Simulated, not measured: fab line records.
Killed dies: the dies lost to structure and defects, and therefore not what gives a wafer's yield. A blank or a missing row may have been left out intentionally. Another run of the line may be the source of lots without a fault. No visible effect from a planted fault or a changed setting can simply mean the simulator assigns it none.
fab line records	flow rit_cmos
[record] lots = 13	wafers = 39	last_day = 6
route steps=202 shown GATE@89 M1@202
lots that met no fault: from a run of the same line without faults
start_h: hours from the record's first day to the start of the lot's first wafer shown	wait_h: time in hours since the lot's previous step	" as in the row above	L1.1+2: one row covering several wafers at once	- no value present, or no start provided	* or withheld: withheld	< > ~ a bound
route shown NAME@n: names a module that has steps shown in the file, with the first one's number in the route	usual: average and standard deviation across the fault-free wafers	same: alike in all rows	chamber/n: place in a boat	sites: the reading at each site	_std_site: standard deviation across them	_edge_site: the outer-site mean with the inner-site mean subtracted	radius_mm: how far each site lies from the wafer's centre	mask NAME#n: copy n	behind: tool/chamber where the wafer was last shaped	hold: why the lot was held/for how many hours/how that ended	device: names the non-switching transistor (n, p or np)	end of line: the route-end tests of the same wafers	where a step has no rows: the recipe by itself	killed: dies lost to structure and defects at the first sort, not the wafer's yield	map: the dies of a wafer, with x for killed, . for not killed, _ for no die there
set.NAME: the setting as run; set.NAME@STEP: as run at that earlier step	model.NAME: the simulator's own value behind a step, which no gauge read
one table for each step of the route and one row for each wafer, over a sample of lots
services: when a tool's chamber went out of use (start_h, in hours from the record's first day, below 0 if earlier), for how many hours, and the reason
[[steps]]
[step RIT_GATE_EXPOSE_13]
[recipe] mask_id = M6	na = 0.6	source_shape = conventional	sigma_outer = 0.6	target_cd_nm = 150	dose_mj = 380
[usual] exposure_dose_mJ_cm2 = 378.7/0.37
[same] sigma_outer = 0.6
lot.wafer	tool	chamber	start_h	wait_h	mask	exposure_dose_mJ_cm2
L325.1	iline_stepper-02	0	37.50	0.2	M6#0	378.7
L325.3	"	0	"	"	M6#0	378.5
L325.4	"	0	"	"	M6#0	378.7
L326.2	iline_stepper-01	0	44.18	0.2	M6#0	379.1
L326.4	"	0	"	"	M6#0	378.4
L326.5	"	0	"	"	M6#0	379.0
L327.1	iline_stepper-02	0	48.42	0.2	M6#0	378.1
L327.3	"	0	"	"	M6#0	378.7
L327.6	"	0	"	"	M6#0	378.7
L328.3	iline_stepper-01	0	56.49	0.2	M6#0	379.0
L328.4	"	0	"	"	M6#0	378.9
L328.6	"	0	"	"	M6#0	379.0
L329.1	iline_stepper-02	0	58.71	0.2	M6#0	378.9
L329.4	"	0	"	"	M6#0	378.2
L329.5	"	0	"	"	M6#0	378.2
L331.2	iline_stepper-02	0	67.79	0.2	M6#0	378.6
L331.4	"	0	"	"	M6#0	378.6
L331.5	"	0	"	"	M6#0	378.7
L332.2	iline_stepper-01	0	75.79	0.2	M6#0	378.7
L332.5	"	0	"	"	M6#0	378.2
L332.6	"	0	"	"	M6#0	378.9
L333.4	iline_stepper-01	0	80.01	0.1	M6#0	378.5
L333.5	"	0	"	"	M6#0	378.0
L333.6	"	0	"	"	M6#0	378.8
L335.2	iline_stepper-01	0	88.95	0.2	M6#0	378.7
L335.3	"	0	"	"	M6#0	379.0
L335.4	"	0	"	"	M6#0	378.5
L338.2	iline_stepper-02	0	103.77	0.1	M6#0	379.6
L338.3	"	0	"	"	M6#0	379.1
L338.4	"	0	"	"	M6#0	379.4
L340.1	iline_stepper-02	0	113.62	0.2	M6#0	378.7
L340.3	"	0	"	"	M6#0	378.7
L340.5	"	0	"	"	M6#0	379.0
L341.1	iline_stepper-02	0	120.37	0.1	M6#0	379.4
L341.4	"	0	"	"	M6#0	379.2
L341.5	"	0	"	"	M6#0	378.7
L343.3	iline_stepper-02	0	129.85	0.2	M6#0	378.6
L343.4	"	0	"	"	M6#0	378.4
L343.5	"	0	"	"	M6#0	378.7
[step RIT_GATE_OVL_MEAS_17]
[usual] GATE_OVL = 0.1/1.2
lot.wafer	tool	chamber	start_h	wait_h	hold	GATE_OVL[nm]
L325.1	overlay-02	-	38.02	0.1	-	0.7
L325.3	"	-	"	"	-	1.1
L325.4	"	-	"	"	-	0.8
L326.2	overlay-01	-	44.68	0.1	-	0.9
L326.4	"	-	"	"	-	-0.5
L326.5	"	-	"	"	-	0.6
L327.1	overlay-02	-	48.94	0.1	-	-2.2
L327.3	"	-	"	"	-	-0.5
L327.6	"	-	"	"	-	-0.6
L328.3	overlay-01	-	56.99	0.1	-	-0.5
L328.4	"	-	"	"	-	0.2
L328.6	"	-	"	"	-	-1.6
L329.1	overlay-02	-	59.23	0.1	-	-0.4
L329.4	"	-	"	"	-	0.3
L329.5	"	-	"	"	-	-0.5
L331.2	overlay-02	-	68.30	0.1	-	1.3
L331.4	"	-	"	"	-	0.7
L331.5	"	-	"	"	-	1.0
L332.2	overlay-01	-	76.29	0.1	await_dispo/0.2h/release	-148.8
L332.5	"	-	"	"	await_dispo/0.2h/release	-151.8
L332.6	"	-	"	"	await_dispo/0.2h/release	-149.2
L332.2	overlay-01	-	76.50	0.2	-	-148.5
L332.5	"	-	"	"	-	-151.9
L332.6	"	-	"	"	-	-149.0
L333.4	overlay-01	-	80.49	0.1	await_dispo/0.2h/release	-148.9
L333.5	"	-	"	"	await_dispo/0.2h/release	-150.0
L333.6	"	-	"	"	await_dispo/0.2h/release	-149.3
L333.4	overlay-01	-	80.69	0.2	-	-147.9
L333.5	"	-	"	"	-	-150.2
L333.6	"	-	"	"	-	-149.0
L335.2	overlay-02	-	89.46	0.1	await_dispo/0.2h/release	-149.8
L335.3	"	-	"	"	await_dispo/0.2h/release	-152.6
L335.4	"	-	"	"	await_dispo/0.2h/release	-150.7
L335.2	overlay-02	-	89.66	0.2	-	-149.8
L335.3	"	-	"	"	-	-152.2
L335.4	"	-	"	"	-	-150.4
L338.2	overlay-01	-	104.28	0.1	-	0.1
L338.3	"	-	"	"	-	-2.2
L338.4	"	-	"	"	-	-0.4
L340.1	overlay-02	-	114.14	0.1	-	-0.7
L340.3	"	-	"	"	-	-0.9
L340.5	"	-	"	"	-	-0.3
L341.1	overlay-01	-	120.94	0.1	-	1.1
L341.4	"	-	"	"	-	0.0
L341.5	"	-	"	"	-	1.3
L343.3	overlay-02	-	130.34	0.1	-	0.4
L343.4	"	-	"	"	-	1.2
L343.5	"	-	"	"	-	2.7
[step RIT_M1_PROBE_99]
[usual] defect_limited_yield = 97.6/1.1	killed_at_contacts = 0.1/0.25	killed_at_front_end = 6.3/2.9	killed_dies = 6.4/2.8	killed_open = 3.3/2	killed_short = 3.1/2	sort_bin_3_pad_short = 0.1/0.2	sort_bin_5_function = 1.4/0.75	sort_bin_6_memory = 0.9/0.59	sort_n_pass = 257.6/2.8	sort_yield_pct = 97.6/1.1
[same] gross_dies = 264	killed_at_M0_to_M3 = 0	killed_at_M4_up = 0	killed_at_back_side = 0	killed_at_other = 0
lot.wafer	tool	chamber	start_h	wait_h	defect_limited_yield[%]	killed_at_contacts	killed_at_front_end	killed_dies	killed_open	killed_short	sort_bin_3_pad_short[%]	sort_bin_5_function[%]	sort_bin_6_memory[%]	sort_n_pass	sort_yield_pct[%]
L325.1	prober-01	-	59.26	0.1	97.0	0	8	8	5	3	0	1.5	1.5	256.0	97.0
L325.3	prober-01	-	59.36	0.2	95.5	0	12	12	11	1	0	2.3	2.3	252.0	95.5
L325.4	prober-01	-	59.41	0.2	96.2	0	10	10	3	7	0	3.0	0.8	254.0	96.2
L326.2	prober-01	-	65.21	0.1	98.9	0	3	3	1	2	0	0	1.1	261.0	98.9
L326.4	prober-01	-	65.31	0.2	97.7	0	6	6	4	2	0	1.1	1.1	258.0	97.7
L326.5	prober-01	-	65.36	0.2	97.3	0	7	7	5	2	0	1.1	1.5	257.0	97.3
L327.1	prober-01	-	69.29	0.1	98.5	1	3	4	3	1	0	1.1	0.4	260.0	98.5
L327.3	prober-01	-	69.39	0.2	96.6	0	9	9	5	4	0	1.9	1.5	255.0	96.6
L327.6	prober-01	-	69.54	0.2	97.7	0	6	6	3	3	0.4	1.5	0.4	258.0	97.7
L328.3	prober-02	-	77.18	0.2	97.3	0	7	7	3	4	0.4	1.1	1.1	257.0	97.3
L328.4	prober-02	-	77.23	0.2	98.5	0	4	4	2	2	0	1.1	0.4	260.0	98.5
L328.6	prober-02	-	77.33	0.2	97.3	0	7	7	4	3	0	1.5	1.1	257.0	97.3
L329.1	prober-01	-	79.96	0.1	98.5	0	4	4	2	2	0	0.4	1.1	260.0	98.5
L329.4	prober-01	-	80.11	0.2	98.9	0	3	3	2	1	0	0.4	0.8	261.0	98.9
L329.5	prober-01	-	80.16	0.2	98.9	0	3	3	1	2	0	1.1	0	261.0	98.9
L331.2	prober-01	-	89.24	0.1	98.9	0	3	3	2	1	0	0.4	0.8	261.0	98.9
L331.4	prober-01	-	89.34	0.2	96.6	0	9	9	5	4	0.4	1.9	1.1	255.0	96.6
L331.5	prober-01	-	89.39	0.2	98.1	0	5	5	2	3	0	1.5	0.4	259.0	98.1
L338.2	prober-01	-	126.20	0.1	97.3	0	7	7	3	4	0	1.9	0.8	257.0	97.3
L338.3	prober-01	-	126.25	0.2	99.6	0	1	1	1	0	0	0.4	0	263.0	99.6
L338.4	prober-01	-	126.30	0.2	97.3	0	7	7	4	3	0	1.5	1.1	257.0	97.3
L340.1	prober-01	-	136.04	0.1	99.2	0	2	2	1	1	0.4	0	0.4	262.0	99.2
L340.3	prober-01	-	136.14	0.2	98.9	1	2	3	1	2	0	0.4	0.8	261.0	98.9
L340.5	prober-01	-	136.24	0.2	98.9	0	3	3	2	1	0	0.8	0.4	261.0	98.9
L341.1	prober-02	-	142.90	0.1	98.9	0	3	3	3	0	0	0.8	0.4	261.0	98.9
L341.4	prober-02	-	143.05	0.2	97.3	0	7	7	5	2	0.4	1.1	1.1	257.0	97.3
L341.5	prober-02	-	143.10	0.2	98.5	1	3	4	3	1	0	0.8	0.8	260.0	98.5
L343.3	prober-02	-	150.57	0.2	97.0	0	8	8	4	4	0	2.7	0.4	256.0	97.0
L343.4	prober-02	-	150.62	0.2	98.1	0	5	5	3	2	0.4	0.4	1.1	259.0	98.1
L343.5	prober-02	-	150.67	0.2	97.7	0	6	6	5	1	0	1.5	0.8	258.0	97.7
// killed by level:class
L325.1 REOX:geometric_particle:open=3 GATE:geometric_particle:open=2 REOX:geometric_particle:short=2 GATE:geometric_particle:short=1
L325.3 GATE:geometric_particle:open=7 SPACER:geometric_particle:open=2 FOX1:geometric_particle:open=1 FOX2:geometric_particle:open=1 REOX:geometric_particle:short=1
L325.4 REOX:geometric_particle:short=3 SPACER:geometric_particle:short=3 FOX1:geometric_particle:open=1 GATE:geometric_particle:open=1 SILICIDE:geometric_particle:short=1 SILICIDE:geometric_particle:open=1
L326.2 REOX:geometric_particle:open=1 REOX:geometric_particle:short=1 SPACER:geometric_particle:short=1
L326.4 GATE:geometric_particle:open=2 GATE:geometric_particle:short=1 REOX:geometric_particle:open=1 REOX:geometric_particle:short=1 SPACER:geometric_particle:open=1
L326.5 FOX2:geometric_particle:open=3 REOX:geometric_particle:open=2 FOX1:geometric_particle:short=1 GATE:geometric_particle:short=1
L327.1 GATE:geometric_particle:open=1 GATE:geometric_particle:short=1 REOX:geometric_particle:open=1 CONTACT:geometric_particle:open=1
L327.3 REOX:geometric_particle:open=4 FOX1:geometric_particle:short=2 REOX:geometric_particle:short=2 GATE:geometric_particle:open=1
L327.6 SILICIDE:geometric_particle:open=2 FOX1:geometric_particle:short=1 GATE:geometric_particle:open=1 REOX:geometric_particle:short=1 SPACER:geometric_particle:short=1
L328.3 SILICIDE:geometric_particle:short=2 FOX2:geometric_particle:open=1 GATE:geometric_particle:short=1 GATE:geometric_particle:open=1 REOX:geometric_particle:short=1 REOX:geometric_particle:open=1
L328.4 GATE:geometric_particle:open=2 GATE:geometric_particle:short=1 REOX:geometric_particle:short=1
L328.6 REOX:geometric_particle:open=3 REOX:geometric_particle:short=2 GATE:geometric_particle:open=1 GATE:geometric_particle:short=1
L329.1 GATE:geometric_particle:short=2 REOX:geometric_particle:open=2
L329.4 GATE:geometric_particle:open=2 GATE:geometric_particle:short=1
L329.5 FOX1:geometric_particle:short=1 FOX1:geometric_particle:open=1 SPACER:geometric_particle:short=1
L331.2 GATE:geometric_particle:open=2 REOX:geometric_particle:short=1
L331.4 GATE:geometric_particle:open=2 GATE:geometric_particle:short=2 REOX:geometric_particle:open=2 FOX1:geometric_particle:open=1 FOX2:geometric_particle:short=1 REOX:geometric_particle:short=1
L331.5 FOX2:geometric_particle:short=2 GATE:geometric_particle:open=1 GATE:geometric_particle:short=1 REOX:geometric_particle:open=1
L338.2 FOX1:geometric_particle:short=1 FOX1:geometric_particle:open=1 GATE:geometric_particle:open=1 GATE:geometric_particle:short=1 SPACER:geometric_particle:short=1 SILICIDE:geometric_particle:short=1 SILICIDE:geometric_particle:open=1
L338.3 SILICIDE:geometric_particle:open=1
L338.4 FOX1:geometric_particle:short=3 FOX1:geometric_particle:open=3 SILICIDE:geometric_particle:open=1
L340.1 GATE:geometric_particle:open=1 GATE:geometric_particle:short=1
L340.3 FOX2:geometric_particle:short=1 SPACER:geometric_particle:short=1 CONTACT:geometric_particle:open=1
L340.5 GATE:geometric_particle:open=2 GATE:geometric_particle:short=1
L341.1 GATE:geometric_particle:open=2 REOX:geometric_particle:open=1
L341.4 GATE:geometric_particle:open=2 FOX1:geometric_particle:open=1 FOX2:geometric_particle:open=1 GATE:geometric_particle:short=1 REOX:geometric_particle:short=1 SPACER:geometric_particle:open=1
L341.5 GATE:geometric_particle:open=2 GATE:geometric_particle:short=1 CONTACT:geometric_particle:open=1
L343.3 SPACER:geometric_particle:open=2 FOX1:geometric_particle:short=1 FOX2:geometric_particle:open=1 GATE:geometric_particle:open=1 GATE:geometric_particle:short=1 SPACER:geometric_particle:short=1 SILICIDE:geometric_particle:short=1
L343.4 GATE:geometric_particle:short=2 FOX1:geometric_particle:open=1 GATE:geometric_particle:open=1 SPACER:geometric_particle:open=1
L343.5 GATE:geometric_particle:open=4 GATE:geometric_particle:short=1 REOX:geometric_particle:open=1
[[services]]
tool	chamber	start_h	hours	kind
iline_stepper-02	-	49.13	1.7	pm
iline_stepper-02	0	81.90	-	calibration
iline_stepper-02	-	85.59	2.3	repair
[[key]]
[first_sign] step = RIT_GATE_OVL_MEAS_17	reading = visit	direction = added
[effect] step = RIT_GATE_OVL_MEAS_17	reading = GATE_OVL	direction = down	sigmas = 99+	usual = 0.1	struck = -150.1
met_at RIT_GATE_EXPOSE_13
struck_lots L332,L333,L335
scrapped_behind RIT_GATE_OVL_MEAS_17 L332.2,L332.5,L332.6,L333.4,L333.5,L333.6,L335.2,L335.3,L335.4
onset_between 56.49 75.79
[fault] kind = scanner_matching_overlay	tool = iline_stepper-01	chamber = -	onset_h = 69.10	steps = RIT_GATE_EXPOSE_13	offset = -150
